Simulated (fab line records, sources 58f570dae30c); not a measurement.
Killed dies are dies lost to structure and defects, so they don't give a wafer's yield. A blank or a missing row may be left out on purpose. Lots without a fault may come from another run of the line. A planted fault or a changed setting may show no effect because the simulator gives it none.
Which tool did it? | flow berkeley_cmos170 | 7 lots, 21 wafers sampled, at 2 steps of a route of 331

WHAT THE GAUGES READ, wafer by wafer
UCB170_NLDD_TW_MEAS_11.
lot  | measured     | on            | NLDD_TW
L862 | day 6 19:54  | film_metro-04 | 2200 2207 2223
L865 | day 7 06:56  | film_metro-02 | 2228 2238 2240
L867 | day 8 04:59  | film_metro-04 | 2182 2185 2175
L869 | day 8 11:32  | film_metro-03 | 2222 2221 2222
L876 | day 10 06:52 | film_metro-03 | 2305 2321 2315
L881 | day 10 20:31 | film_metro-03 | 2288 2313 2296
L884 | day 11 05:26 | film_metro-04 | 2195 2200 2189

WHICH TOOL RAN EACH LOT (tool, then ch and the chambers of the sampled wafers, then the start)
lot  | UCB170_NLDD_IMPLANT_08
L862 | implanter-04 ch 0, day 6 19:30
L865 | implanter-02 ch 0, day 7 06:32
L867 | implanter-04 ch 0, day 8 04:36
L869 | implanter-01 ch 0, day 8 11:10
L876 | implanter-01 ch 0, day 10 06:28
L881 | implanter-01 ch 0, day 10 20:07
L884 | implanter-02 ch 0, day 11 05:02
- UCB170_NLDD_IMPLANT_08

THE ANSWER, worked out from the rows above alone
Rule: what is usual is taken from the lots themselves. Put in order of their means at a reading, lots are off if they are a third of the lots or fewer, leave a main group of 4 or more, and stand apart from it by a gap of 3 or more times the standard deviation of the main group's means; of several such gaps the widest counts. A main group whose means are all the same, to the digits that the tables above print for the reading, isn't used. A lot without any number at a reading at which 4 lots or more have one is off too. The other lots that the step has rows for count as sound.
Off: L876, L881, at UCB170_NLDD_TW_MEAS_11 (NLDD_TW). The main group: mean 2208, standard deviation 19.
A tool fits if, at a process step before that reading, it ran every lot that is off, and no sound lot after the first of them. The gauges at UCB170_NLDD_TW_MEAS_11 are tried like those tools. Can't be told from this: 2 tools fit, implanter-01 at UCB170_NLDD_IMPLANT_08, film_metro-03 at UCB170_NLDD_TW_MEAS_11.

WHAT THE SIMULATOR HAD PUT IN
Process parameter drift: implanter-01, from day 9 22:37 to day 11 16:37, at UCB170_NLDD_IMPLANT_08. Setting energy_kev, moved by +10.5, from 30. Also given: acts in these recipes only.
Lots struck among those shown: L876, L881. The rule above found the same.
